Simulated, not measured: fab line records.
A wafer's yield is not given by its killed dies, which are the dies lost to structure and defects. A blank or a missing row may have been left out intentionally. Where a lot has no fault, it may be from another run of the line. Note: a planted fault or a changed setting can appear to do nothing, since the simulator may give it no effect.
fab line records ; flow ritCmos ; part 1 of 2: steps 1 to 29 of 38
record: lots: 5; wafers: 15; lastDay: 7
route steps=202 shown PSD@150 SDANNEAL@153 NSD@158 PLDD@159 NLDD@160 SILICIDE@161 CONTACT@168 M1@184
lots that met no fault: from a run of the same line without faults
startH: hours from the record's first day to the start of the lot's first wafer shown ; waitH: hours elapsed since this lot's preceding step ; " unchanged from the row above ; L1.1+2: a single row standing in for several wafers ; - value missing, or start not given ; * or withheld: withheld ; < > ~ a bound
route shown NAME@n: a module of which the file shows steps, and the number in the route of the first ; usual: average and standard deviation across the fault-free wafers ; same: alike in all rows ; chamber/n: place in a boat ; sites: each site's reading ; _std_site: standard deviation of those values ; _edge_site: the outer-site mean with the inner-site mean subtracted ; radiusMm: for every site, how far away it sits from the centre of the wafer ; mask NAME#n: copy n ; behind: the most recent tool/chamber to have shaped the wafer ; hold: the reason the lot was held/the length of the hold in hours/how it ended ; device: the transistor (n, p or np) that didn't switch ; end of line: the tests these same wafers got at the end of their route ; a step without rows: its recipe alone ; killed: the dies lost at the first sort to structure and to defects; this is not the yield of the wafer ; map: per-die view of a wafer (x killed, . not killed, _ where there is no die)
set.NAME: setting as actually run; set.NAME@STEP: the setting as run at that earlier step ; model.NAME: the simulator's own value behind a step, which no gauge read
lots at selected steps of the route; one table per step, one row per wafer
services: the hour from which a tool's chamber was out of use, counted from the record's first day as startH (under 0 if before that day), plus the number of hours and why
== steps ==
step: RIT_PSD_IMPLANT_08
recipe: species: BF2; energyKev: 27; doseCm2: 5e+15; tiltDeg: 7
usual: doseIonsCm2: 4.999e+15/6e+12; endStationPressureTorr: 1.46e-05/1e-06
lot.wafer;tool;chamber;startH;waitH;doseIonsCm2;endStationPressureTorr
L079.2;implanter-04;0;75.77;0.1;5.003e+15;1.48e-05
L079.3;implanter-04;0;75.77;0.1;4.996e+15;1.61e-05
L079.6;implanter-04;0;75.77;0.1;4.999e+15;1.53e-05
L083.3;implanter-04;0;100.73;0.1;5.012e+15;1.45e-05
L083.5;implanter-04;0;100.73;0.1;4.997e+15;1.46e-05
L083.6;implanter-04;0;100.73;0.1;4.998e+15;1.41e-05
L086.2;implanter-01;0;113.34;0.1;4.989e+15;1.37e-05
L086.3;implanter-01;0;113.34;0.1;4.994e+15;1.59e-05
L086.5;implanter-01;0;113.34;0.1;4.991e+15;1.32e-05
L089.1;implanter-04;0;126.92;0.1;4.993e+15;1.57e-05
L089.2;implanter-04;0;126.92;0.1;4.994e+15;1.52e-05
L089.6;implanter-04;0;126.92;0.1;4.991e+15;1.59e-05
L094.2;implanter-04;0;153.87;0.1;4.997e+15;1.58e-05
L094.4;implanter-04;0;153.87;0.1;5e+15;1.39e-05
L094.5;implanter-04;0;153.87;0.1;4.999e+15;1.54e-05
step: RIT_PSD_STRIP_09
recipe: chemistry: O2; timeS: 180; resist: NOVOLAK; platenTempC: withheld; powerW: 500; pressureMtorr: 4000; o2FlowSccm: 4000
usual: drypumpMotorCurrentA: 5.5/0.46
lot.wafer;tool;chamber;startH;waitH;drypumpMotorCurrentA;rfHoursCounterH
L079.2;plasmaAsher-01;1;75.89;0.1;5.1;47
L079.3;plasmaAsher-01;1;75.89;0.1;5.1;-
L079.6;plasmaAsher-01;1;75.89;0.1;5.1;-
L083.3;plasmaAsher-01;0;100.89;0.1;6.1;-
L083.5;plasmaAsher-01;0;100.89;0.1;6.1;-
L083.6;plasmaAsher-01;1;100.89;0.1;5.1;-
L086.2;plasmaAsher-01;1;113.47;0.1;5.1;51
L086.3;plasmaAsher-01;0;113.47;0.1;6.1;-
L086.5;plasmaAsher-01;0;113.47;0.1;6.1;-
L089.1;plasmaAsher-03;1;127.07;0.1;5.4;29
L089.2;plasmaAsher-03;0;127.07;0.1;5.1;29
L089.6;plasmaAsher-03;0;127.07;0.1;5.2;-
L094.2;plasmaAsher-01;0;154.00;0.1;6.2;55
L094.4;plasmaAsher-01;1;154.00;0.1;5.1;-
L094.5;plasmaAsher-01;1;154.00;0.1;5.1;-
step: RIT_PSD_TW_MEAS_10
usual: PSD_TW: 3417/20
lot.wafer;tool;chamber;startH;waitH;PSD_TW
L079.2;filmMetro-04;-;76.08;0.1;3411
L079.3;filmMetro-04;-;76.08;0.1;3418
L079.6;filmMetro-04;-;76.08;0.1;3394
L083.3;filmMetro-01;-;101.02;0.1;3427
L083.5;filmMetro-01;-;101.02;0.1;3416
L083.6;filmMetro-01;-;101.02;0.1;3424
L086.2;filmMetro-01;-;113.65;0.1;3437
L086.3;filmMetro-01;-;113.65;0.1;3430
L086.5;filmMetro-01;-;113.65;0.1;3432
L089.1;filmMetro-02;-;127.25;0.1;3416
L089.2;filmMetro-02;-;127.25;0.1;3437
L089.6;filmMetro-02;-;127.25;0.1;3441
L094.2;filmMetro-01;-;154.18;0.1;3395
L094.4;filmMetro-01;-;154.18;0.1;3389
L094.5;filmMetro-01;-;154.18;0.1;3397
step: RIT_SDANNEAL_CLEAN_00
recipe: chemistry: SC1; mix: 3:3:50; timeS: 600; tempC: 75
usual: bathHeatDutyPct: 15.6/1.9
lot.wafer;tool;chamber;startH;waitH;bathHeatDutyPct
L079.2;wetBench-03;1;76.13;0.0;15.7
L079.3;wetBench-03;1;76.13;0.0;18.3
L079.6;wetBench-03;1;76.13;0.0;17.8
L083.3;wetBench-04;2;101.06;0.0;14.7
L083.5;wetBench-04;2;101.06;0.0;15.0
L083.6;wetBench-04;2;101.06;0.0;15.2
L086.2;wetBench-03;2;113.70;0.0;15.3
L086.3;wetBench-03;2;113.70;0.0;16.8
L086.5;wetBench-03;2;113.70;0.0;16.0
L089.1;wetBench-03;3;127.31;0.1;13.9
L089.2;wetBench-03;3;127.31;0.1;17.0
L089.6;wetBench-03;3;127.31;0.1;14.9
L094.2;wetBench-04;1;154.23;0.0;14.1
L094.4;wetBench-04;1;154.23;0.0;16.2
L094.5;wetBench-04;1;154.23;0.0;14.4
step: RIT_SDANNEAL_CLEAN_01
recipe: chemistry: dHF; dilution: 50:1; timeS: 30
lot.wafer;tool;chamber;startH;waitH
L079.2+3+6;wetBench-04;3;76.30;0.0
L083.3+5+6;wetBench-03;0;101.25;0.0
L086.2+3+5;wetBench-01;3;114.05;0.0
L089.1+2+6;wetBench-01;0;127.50;0.0
L094.2+4+5;wetBench-04;1;154.42;0.0
step: RIT_SDANNEAL_CLEAN_02
recipe: chemistry: SC2; mix: 3:3:50; timeS: 600; tempC: 75; dry: n2Spin
usual: bathHeatDutyPct: 15.2/1.9
lot.wafer;tool;chamber;startH;waitH;bathHeatDutyPct
L079.2;wetBench-01;2;76.32;0.0;16.2
L079.3;wetBench-01;2;76.32;0.0;14.6
L079.6;wetBench-01;2;76.32;0.0;15.7
L083.3;wetBench-04;2;101.29;0.0;15.9
L083.5;wetBench-04;2;101.29;0.0;15.6
L083.6;wetBench-04;2;101.29;0.0;16.3
L086.2;wetBench-03;3;114.07;0.0;15.0
L086.3;wetBench-03;3;114.07;0.0;15.3
L086.5;wetBench-03;3;114.07;0.0;15.6
L089.1;wetBench-03;0;127.52;0.0;18.0
L089.2;wetBench-03;0;127.52;0.0;15.9
L089.6;wetBench-03;0;127.52;0.0;19.4
L094.2;wetBench-04;3;154.44;0.0;13.1
L094.4;wetBench-04;3;154.44;0.0;12.7
L094.5;wetBench-04;3;154.44;0.0;13.2
step: RIT_SDANNEAL_RTA_03
recipe: tempC: 1050; timeS: 5; idleTempC: 600; rampUpCPerS: 342; rampDownCPerS: 171; coolToC: 600; ambient: N2
usual: wafer_temp_C_max: 1053.6/1.3
lot.wafer;tool;chamber;startH;waitH;wafer_temp_C_max
L079.2;rtpAnneal-01;0;76.50;0.0;1052.8
L079.3;rtpAnneal-01;0;76.50;0.0;1053.7
L079.6;rtpAnneal-01;0;76.50;0.0;1053.7
L083.3;rtpAnneal-01;0;101.50;0.0;1054.8
L083.5;rtpAnneal-01;0;101.50;0.0;1053.2
L083.6;rtpAnneal-01;0;101.50;0.0;1052.3
L086.2;rtpAnneal-02;0;114.26;0.0;1053.0
L086.3;rtpAnneal-02;0;114.26;0.0;1052.6
L086.5;rtpAnneal-02;0;114.26;0.0;1053.1
L089.1;rtpAnneal-01;0;127.71;0.0;1053.4
L089.2;rtpAnneal-01;0;127.71;0.0;1053.9
L089.6;rtpAnneal-01;0;127.71;0.0;1054.1
L094.2;rtpAnneal-01;0;154.64;0.0;1054.0
L094.4;rtpAnneal-01;0;154.64;0.0;1055.4
L094.5;rtpAnneal-01;0;154.64;0.0;1052.7
step: RIT_SDANNEAL_RS_MEAS_04
recipe: thkMeasGauge: four-point-probe
usual: PSD_RS: 115.6/0.32
lot.wafer;tool;chamber;startH;waitH;PSD_RS[ohm/sq]
L079.2;filmMetro-02;-;76.57;0.1;115.7
L079.3;filmMetro-02;-;76.57;0.1;115.7
L079.6;filmMetro-02;-;76.57;0.1;115.7
L083.3;filmMetro-04;-;101.58;0.1;115.6
L083.5;filmMetro-04;-;101.58;0.1;115.5
L083.6;filmMetro-04;-;101.58;0.1;115.6
L086.2;filmMetro-02;-;114.32;0.1;115.9
L086.3;filmMetro-02;-;114.32;0.1;115.5
L086.5;filmMetro-02;-;114.32;0.1;115.6
L089.1;filmMetro-01;-;127.77;0.0;114.9
L089.2;filmMetro-01;-;127.77;0.0;114.9
L089.6;filmMetro-01;-;127.77;0.0;115.0
L094.2;filmMetro-02;-;154.71;0.1;115.6
L094.4;filmMetro-02;-;154.71;0.1;115.9
L094.5;filmMetro-02;-;154.71;0.1;116.2
step: RIT_SDANNEAL_RS_MEAS_05
recipe: thkMeasGauge: four-point-probe
usual: NSD_RS: 84.4/0.33
lot.wafer;tool;chamber;startH;waitH;NSD_RS[ohm/sq]
L079.2;filmMetro-02;-;76.69;0.1;84.0
L079.3;filmMetro-02;-;76.69;0.1;84.1
L079.6;filmMetro-02;-;76.69;0.1;84.5
L083.3;filmMetro-04;-;101.70;0.1;84.7
L083.5;filmMetro-04;-;101.70;0.1;84.8
L083.6;filmMetro-04;-;101.70;0.1;84.8
L086.2;filmMetro-02;-;114.44;0.1;85.2
L086.3;filmMetro-02;-;114.44;0.1;84.8
L086.5;filmMetro-02;-;114.44;0.1;85.1
L089.1;filmMetro-01;-;127.89;0.1;84.0
L089.2;filmMetro-01;-;127.89;0.1;84.2
L089.6;filmMetro-01;-;127.89;0.1;84.0
L094.2;filmMetro-02;-;154.83;0.1;84.6
L094.4;filmMetro-02;-;154.83;0.1;84.8
L094.5;filmMetro-02;-;154.83;0.1;85.0
step: RIT_SDANNEAL_RS_MEAS_06
recipe: thkMeasGauge: four-point-probe
usual: PLDD_RS: 178.3/0.51
lot.wafer;tool;chamber;startH;waitH;PLDD_RS[ohm/sq]
L079.2;filmMetro-02;-;76.81;0.1;177.8
L079.3;filmMetro-02;-;76.81;0.1;178.7
L079.6;filmMetro-02;-;76.81;0.1;178.7
L083.3;filmMetro-04;-;101.82;0.1;178.2
L083.5;filmMetro-04;-;101.82;0.1;178.1
L083.6;filmMetro-04;-;101.82;0.1;178.2
L086.2;filmMetro-02;-;114.56;0.1;178.2
L086.3;filmMetro-02;-;114.56;0.1;178.4
L086.5;filmMetro-02;-;114.56;0.1;178.0
L089.1;filmMetro-01;-;128.01;0.1;178.1
L089.2;filmMetro-01;-;128.01;0.1;177.3
L089.6;filmMetro-01;-;128.01;0.1;177.2
L094.2;filmMetro-02;-;154.95;0.1;178.2
L094.4;filmMetro-02;-;154.95;0.1;178.3
L094.5;filmMetro-02;-;154.95;0.1;178.3
step: RIT_SDANNEAL_RS_MEAS_07
recipe: thkMeasGauge: four-point-probe
usual: NLDD_RS: 151.5/0.52
lot.wafer;tool;chamber;startH;waitH;NLDD_RS[ohm/sq]
L079.2;filmMetro-02;-;76.93;0.1;151.9
L079.3;filmMetro-02;-;76.93;0.1;151.8
L079.6;filmMetro-02;-;76.93;0.1;151.8
L083.3;filmMetro-04;-;101.94;0.1;151.0
L083.5;filmMetro-04;-;101.94;0.1;151.3
L083.6;filmMetro-04;-;101.94;0.1;150.7
L086.2;filmMetro-02;-;114.68;0.1;151.6
L086.3;filmMetro-02;-;114.68;0.1;151.7
L086.5;filmMetro-02;-;114.68;0.1;152.0
L089.1;filmMetro-01;-;128.13;0.1;151.4
L089.2;filmMetro-01;-;128.13;0.1;151.2
L089.6;filmMetro-01;-;128.13;0.1;151.3
L094.2;filmMetro-02;-;155.07;0.1;151.8
L094.4;filmMetro-02;-;155.07;0.1;152.1
L094.5;filmMetro-02;-;155.07;0.1;152.1
step: RIT_SILICIDE_WET_ETCH_00
recipe: chemistry: BOE; target: SiO2; targetDepthNm: 14; timeS: 15; dry: n2Spin; dilution: 10:1; tempC: 21.5
usual: bathHeatDutyPct: 1.9/0.38
lot.wafer;tool;chamber;startH;waitH;bathHeatDutyPct
L079.2;wetBench-02;0;77.03;0.1;1.4
L079.3;wetBench-02;0;77.03;0.1;1.3
L079.6;wetBench-02;0;77.03;0.1;2.1
L083.3;wetBench-02;3;102.02;0.1;2.2
L083.5;wetBench-02;3;102.02;0.1;1.7
L083.6;wetBench-02;3;102.02;0.1;2.0
L086.2;wetBench-02;3;114.78;0.1;2.4
L086.3;wetBench-02;3;114.78;0.1;2.2
L086.5;wetBench-02;3;114.78;0.1;2.5
L089.1;wetBench-02;3;128.25;0.1;2.1
L089.2;wetBench-02;3;128.25;0.1;2.5
L089.6;wetBench-02;3;128.25;0.1;1.8
L094.2;wetBench-01;1;155.17;0.1;1.4
L094.4;wetBench-01;1;155.17;0.1;1.7
L094.5;wetBench-01;1;155.17;0.1;1.2
step: RIT_SILICIDE_SPUTTER_01
recipe: material: Ti; targetThkNm: 30; powerW: 350; chamberPressurePa: 0.667; gas: Ar; timeS: 240; substrateTempC: 25
usual: substrateTempC: 25.00/0.1; throttleValvePct: 30.1/1.2
lot.wafer;tool;chamber;startH;waitH;substrateTempC;throttleValvePct
L079.2;pvdSputter-03;-;77.04;0.0;24.98;28.9
L079.3;pvdSputter-03;-;77.04;0.0;25.11;32.7
L079.6;pvdSputter-03;-;77.04;0.0;25.10;32.9
L083.3;pvdSputter-03;-;102.03;0.0;24.85;32.8
L083.5;pvdSputter-03;-;102.03;0.0;25.11;32.4
L083.6;pvdSputter-03;-;102.03;0.0;25.15;29.0
L086.2;pvdSputter-01;-;114.80;0.0;25.03;28.5
L086.3;pvdSputter-01;-;114.80;0.0;24.98;30.2
L086.5;pvdSputter-01;-;114.80;0.0;24.98;30.8
L089.1;pvdSputter-02;-;128.26;0.0;25.14;31.2
L089.2;pvdSputter-02;-;128.26;0.0;24.91;29.3
L089.6;pvdSputter-02;-;128.26;0.0;24.97;30.9
L094.2;pvdSputter-03;-;155.18;0.0;25.09;32.8
L094.4;pvdSputter-03;-;155.18;0.0;25.03;28.9
L094.5;pvdSputter-03;-;155.18;0.0;25.13;32.6
step: RIT_SILICIDE_RS_MEAS_02
recipe: thkMeasGauge: four-point-probe; reads: Ti_of_SILICIDE_SPUTTER_01
usual: SILICIDE_TI_RS: 48.0/0.72
lot.wafer;tool;chamber;startH;waitH;SILICIDE_TI_RS[ohm/sq]
L079.2;filmMetro-02;-;77.21;0.1;48.1
L079.3;filmMetro-02;-;77.21;0.1;47.2
L079.6;filmMetro-02;-;77.21;0.1;47.3
L083.3;filmMetro-03;-;102.22;0.1;48.1
L083.5;filmMetro-03;-;102.22;0.1;47.2
L083.6;filmMetro-03;-;102.22;0.1;48.3
L086.2;filmMetro-02;-;114.97;0.1;47.6
L086.3;filmMetro-02;-;114.97;0.1;48.1
L086.5;filmMetro-02;-;114.97;0.1;47.2
L089.1;filmMetro-03;-;128.41;0.1;48.7
L089.2;filmMetro-03;-;128.41;0.1;48.2
L089.6;filmMetro-03;-;128.41;0.1;48.7
L094.2;filmMetro-03;-;155.37;0.1;47.9
L094.4;filmMetro-03;-;155.37;0.1;48.3
L094.5;filmMetro-03;-;155.37;0.1;47.7
step: RIT_SILICIDE_THK_MEAS_03
recipe: thkMeasGauge: xrf; reads: Ti_of_SILICIDE_SPUTTER_01
usual: SILICIDE_TI_THK: 30.1/0.36
lot.wafer;tool;chamber;startH;waitH;SILICIDE_TI_THK[nm]
L079.2;filmMetro-02;-;77.32;0.1;30.2
L079.3;filmMetro-02;-;77.32;0.1;30.7
L079.6;filmMetro-02;-;77.32;0.1;30.6
L083.3;filmMetro-03;-;102.32;0.1;30.0
L083.5;filmMetro-03;-;102.32;0.1;30.6
L083.6;filmMetro-03;-;102.32;0.1;29.9
L086.2;filmMetro-02;-;115.08;0.1;30.3
L086.3;filmMetro-02;-;115.08;0.1;30.1
L086.5;filmMetro-02;-;115.08;0.1;30.4
L089.1;filmMetro-03;-;128.53;0.1;29.8
L089.2;filmMetro-03;-;128.53;0.1;30.0
L089.6;filmMetro-03;-;128.53;0.1;29.7
L094.2;filmMetro-03;-;155.48;0.1;30.4
L094.4;filmMetro-03;-;155.48;0.1;30.0
L094.5;filmMetro-03;-;155.48;0.1;30.2
step: RIT_SILICIDE_RTA_04
recipe: tempC: 650; timeS: 10; idleTempC: 25; rampUpS: 5; rampDownS: 5; coolToC: 25; ambient: N2
usual: wafer_temp_C_max: 652.8/0.71
lot.wafer;tool;chamber;startH;waitH;wafer_temp_C_max
L079.2;rtpAnneal-02;0;77.39;0.1;651.7
L079.3;rtpAnneal-02;0;77.39;0.1;652.4
L079.6;rtpAnneal-02;0;77.39;0.1;652.8
L083.3;rtpAnneal-02;0;102.38;0.1;652.4
L083.5;rtpAnneal-02;0;102.38;0.1;651.3
L083.6;rtpAnneal-02;0;102.38;0.1;653.0
L086.2;rtpAnneal-01;0;115.14;0.1;652.7
L086.3;rtpAnneal-01;0;115.14;0.1;653.4
L086.5;rtpAnneal-01;0;115.14;0.1;653.3
L089.1;rtpAnneal-02;0;128.59;0.1;653.6
L089.2;rtpAnneal-02;0;128.59;0.1;652.2
L089.6;rtpAnneal-02;0;128.59;0.1;652.6
L094.2;rtpAnneal-01;0;155.54;0.1;653.5
L094.4;rtpAnneal-01;0;155.54;0.1;652.8
L094.5;rtpAnneal-01;0;155.54;0.1;652.9
step: RIT_SILICIDE_WET_ETCH_05
recipe: chemistry: SPM; target: Ti; tempC: 90; timeS: 120; dry: n2Spin
usual: bathHeatDutyPct: 14.0/1.4
lot.wafer;tool;chamber;startH;waitH;bathHeatDutyPct
L079.2;wetBench-03;0;77.44;0.0;16.2
L079.3;wetBench-03;0;77.44;0.0;14.7
L079.6;wetBench-03;0;77.44;0.0;15.7
L083.3;wetBench-03;0;102.43;0.0;15.2
L083.5;wetBench-03;0;102.43;0.0;15.6
L083.6;wetBench-03;0;102.43;0.0;16.7
L086.2;wetBench-03;1;115.19;0.0;14.2
L086.3;wetBench-03;1;115.19;0.0;15.7
L086.5;wetBench-03;1;115.19;0.0;15.8
L089.1;wetBench-02;0;128.66;0.1;12.6
L089.2;wetBench-02;0;128.66;0.1;12.7
L089.6;wetBench-02;0;128.66;0.1;13.6
L094.2;wetBench-02;0;155.60;0.0;12.7
L094.4;wetBench-02;0;155.60;0.0;12.5
L094.5;wetBench-02;0;155.60;0.0;13.3
step: RIT_SILICIDE_RTA_06
recipe: tempC: 750; timeS: 10; idleTempC: 25; rampUpS: 5; rampDownS: 10; coolToC: 25; ambient: N2
usual: wafer_temp_C_max: 753.3/0.79
lot.wafer;tool;chamber;startH;waitH;wafer_temp_C_max
L079.2;rtpAnneal-01;0;77.49;0.0;752.7
L079.3;rtpAnneal-01;0;77.49;0.0;753.0
L079.6;rtpAnneal-01;0;77.49;0.0;751.9
L083.3;rtpAnneal-01;0;102.53;0.0;753.4
L083.5;rtpAnneal-01;0;102.53;0.0;753.2
L083.6;rtpAnneal-01;0;102.53;0.0;754.0
L086.2;rtpAnneal-02;0;115.25;0.0;753.1
L086.3;rtpAnneal-02;0;115.25;0.0;752.3
L086.5;rtpAnneal-02;0;115.25;0.0;753.8
L089.1;rtpAnneal-01;0;128.70;0.0;753.0
L089.2;rtpAnneal-01;0;128.70;0.0;755.2
L089.6;rtpAnneal-01;0;128.70;0.0;752.4
L094.2;rtpAnneal-01;0;155.65;0.0;752.5
L094.4;rtpAnneal-01;0;155.65;0.0;753.4
L094.5;rtpAnneal-01;0;155.65;0.0;752.4
step: RIT_CONTACT_CVD_00
recipe: material: SiO2; targetThkNm: 400; precursor: TEOS; tempC: 390; timeS: 61; rfW: 400
usual: heaterPowerW: 311/48
lot.wafer;tool;chamber;startH;waitH;heaterPowerW
L079.2;pecvd-04;2;77.55;0.0;304
L079.3;pecvd-04;0;77.55;0.0;398
L079.6;pecvd-04;1;77.55;0.0;331
L083.3;pecvd-02;2;102.58;0.0;311
L083.5;pecvd-02;1;102.58;0.0;253
L083.6;pecvd-02;2;102.58;0.0;314
L086.2;pecvd-02;0;115.30;0.0;294
L086.3;pecvd-02;1;115.30;0.0;247
L086.5;pecvd-02;2;115.30;0.0;297
L089.1;pecvd-02;2;128.77;0.1;318
L089.2;pecvd-02;1;128.77;0.1;203
L089.6;pecvd-02;1;128.77;0.1;213
L094.2;pecvd-02;2;155.71;0.0;290
L094.4;pecvd-02;2;155.71;0.0;300
L094.5;pecvd-02;1;155.71;0.0;238
step: RIT_CONTACT_THK_MEAS_01
recipe: reads: SiO2_of_CONTACT_CVD_00
usual: CONTACT_TEOS_THK: 400/5.1
lot.wafer;tool;chamber;startH;waitH;CONTACT_TEOS_THK[nm]
L079.2;filmMetro-03;-;77.61;0.0;399
L079.3;filmMetro-03;-;77.61;0.0;396
L079.6;filmMetro-03;-;77.61;0.0;403
L083.3;filmMetro-04;-;102.65;0.0;395
L083.5;filmMetro-04;-;102.65;0.0;399
L083.6;filmMetro-04;-;102.65;0.0;404
L086.2;filmMetro-01;-;115.36;0.0;395
L086.3;filmMetro-01;-;115.36;0.0;394
L086.5;filmMetro-01;-;115.36;0.0;398
L089.1;filmMetro-03;-;128.82;0.0;401
L089.2;filmMetro-03;-;128.82;0.0;401
L089.6;filmMetro-03;-;128.82;0.0;406
L094.2;filmMetro-04;-;155.77;0.0;393
L094.4;filmMetro-04;-;155.77;0.0;404
L094.5;filmMetro-04;-;155.77;0.0;398
step: RIT_CONTACT_HMDS_02
recipe: primeTimeS: 60; primeTempC: 140
lot.wafer;tool;chamber;startH;waitH
L079.2+3+6;lithoTrack-04;0;77.68;0.1
L083.3+5+6;lithoTrack-01;0;102.74;0.1
L086.2+3+5;lithoTrack-04;0;115.55;0.2
L089.1+2+6;lithoTrack-03;0;128.88;0.1
L094.2+4+5;lithoTrack-01;0;155.92;0.1
step: RIT_CONTACT_COAT_03
recipe: resist: NOVOLAK; spinRpm: 3250; resistThkNm: 1000
usual: dispensePressureKPa: 48.4/2.6
lot.wafer;tool;chamber;startH;waitH;dispensePressureKPa
L079.2;lithoTrack-04;0;77.83;0.1;46.5
L079.3;lithoTrack-04;0;77.83;0.1;46.5
L079.6;lithoTrack-04;0;77.83;0.1;46.5
L083.3;lithoTrack-01;0;102.89;0.1;53.3
L083.5;lithoTrack-01;0;102.89;0.1;53.3
L083.6;lithoTrack-01;0;102.89;0.1;53.3
L086.2;lithoTrack-04;0;115.70;0.1;46.5
L086.3;lithoTrack-04;0;115.70;0.1;46.5
L086.5;lithoTrack-04;0;115.70;0.1;46.5
L089.1;lithoTrack-03;0;129.03;0.1;47.5
L089.2;lithoTrack-03;0;129.03;0.1;47.5
L089.6;lithoTrack-03;0;129.03;0.1;47.5
L094.2;lithoTrack-01;0;156.07;0.1;53.2
L094.4;lithoTrack-01;0;156.07;0.1;53.3
L094.5;lithoTrack-01;0;156.07;0.1;53.3
step: RIT_CONTACT_SOFTBAKE_04
recipe: resist: NOVOLAK; tempC: 90; timeS: 60
lot.wafer;tool;chamber;startH;waitH
L079.2+3+6;lithoTrack-04;0;77.98;0.1
L083.3+5+6;lithoTrack-01;0;103.04;0.1
L086.2+3+5;lithoTrack-04;0;115.85;0.1
L089.1+2+6;lithoTrack-03;0;129.18;0.1
L094.2+4+5;lithoTrack-01;0;156.22;0.1
step: RIT_CONTACT_EXPOSE_05
recipe: maskId: M11; na: 0.6; sourceShape: conventional; sigmaOuter: 0.5; targetCdNm: 1000; doseMj: 250
lot.wafer;tool;chamber;startH;waitH;mask
L079.2+3+6;ilineStepper-01;0;78.13;0.1;M11#0
L083.3+5+6;ilineStepper-02;0;103.30;0.2;M11#0
L086.2+3+5;ilineStepper-01;0;116.00;0.1;M11#0
L089.1+2+6;ilineStepper-01;0;129.45;0.2;M11#0
L094.2+4+5;ilineStepper-02;0;156.36;0.1;M11#0
step: RIT_CONTACT_PEB_06
recipe: resist: NOVOLAK; tempC: withheld; timeS: withheld
lot.wafer;tool;chamber;startH;waitH
L079.2+3+6;lithoTrack-01;0;78.38;0.2
L083.3+5+6;lithoTrack-01;0;103.55;0.2
L086.2+3+5;lithoTrack-03;0;116.12;0.1
L089.1+2+6;lithoTrack-03;0;129.57;0.1
L094.2+4+5;lithoTrack-01;0;156.48;0.1
step: RIT_CONTACT_DEVELOP_07
recipe: resist: NOVOLAK; developTimeS: 120; devTempC: 23
lot.wafer;tool;chamber;startH;waitH
L079.2+3+6;lithoTrack-01;0;-;-
L083.3+5+6;lithoTrack-01;0;-;-
L086.2+3+5;lithoTrack-03;0;-;-
L089.1+2+6;lithoTrack-03;0;-;-
L094.2+4+5;lithoTrack-01;0;-;-
step: RIT_CONTACT_CD_MEAS_08
recipe: targetCdNm: 1000
usual: cdNm: 999.4/2.2
lot.wafer;tool;chamber;startH;waitH;cdNm
L079.2;cdSem-02;-;78.77;-;1000.5
L079.3;cdSem-02;-;78.77;-;998.8
L079.6;cdSem-02;-;78.77;-;1002.1
L083.3;cdSem-01;-;103.94;-;999.3
L083.5;cdSem-01;-;103.94;-;999.3
L083.6;cdSem-01;-;103.94;-;997.5
L086.2;cdSem-01;-;116.51;-;998.2
L086.3;cdSem-01;-;116.51;-;1000.1
L086.5;cdSem-01;-;116.51;-;998.7
L089.1;cdSem-02;-;129.97;-;998.3
L089.2;cdSem-02;-;129.97;-;996.9
L089.6;cdSem-02;-;129.97;-;998.2
L094.2;cdSem-02;-;156.88;-;998.0
L094.4;cdSem-02;-;156.88;-;996.9
L094.5;cdSem-02;-;156.88;-;997.2
step: RIT_CONTACT_OVL_MEAS_09
usual: CONTACT_OVL: -0.3/1.3
lot.wafer;tool;chamber;startH;waitH;CONTACT_OVL[nm]
L079.2;overlay-02;-;78.88;0.1;-0.6
L079.3;overlay-02;-;78.88;0.1;-1.1
L079.6;overlay-02;-;78.88;0.1;-1.3
L083.3;overlay-02;-;104.04;0.1;-2.0
L083.5;overlay-02;-;104.04;0.1;-0.3
L083.6;overlay-02;-;104.04;0.1;-1.5
L086.2;overlay-02;-;116.62;0.1;-0.3
L086.3;overlay-02;-;116.62;0.1;-1.0
L086.5;overlay-02;-;116.62;0.1;-1.1
L089.1;overlay-02;-;130.09;0.1;0.5
L089.2;overlay-02;-;130.09;0.1;-1.6
L089.6;overlay-02;-;130.09;0.1;-1.2
L094.2;overlay-02;-;156.98;0.1;1.6
L094.4;overlay-02;-;156.98;0.1;-0.1
L094.5;overlay-02;-;156.98;0.1;-0.1
step: RIT_CONTACT_HARDBAKE_10
recipe: resist: NOVOLAK; tempC: 140; timeS: 60
lot.wafer;tool;chamber;startH;waitH
L079.2+3+6;lithoTrack-04;0;78.93;0.0
L083.3+5+6;lithoTrack-01;0;104.11;0.1
L086.2+3+5;lithoTrack-04;0;116.67;0.0
L089.1+2+6;lithoTrack-01;0;130.13;0.0
L094.2+4+5;lithoTrack-01;0;157.04;0.0
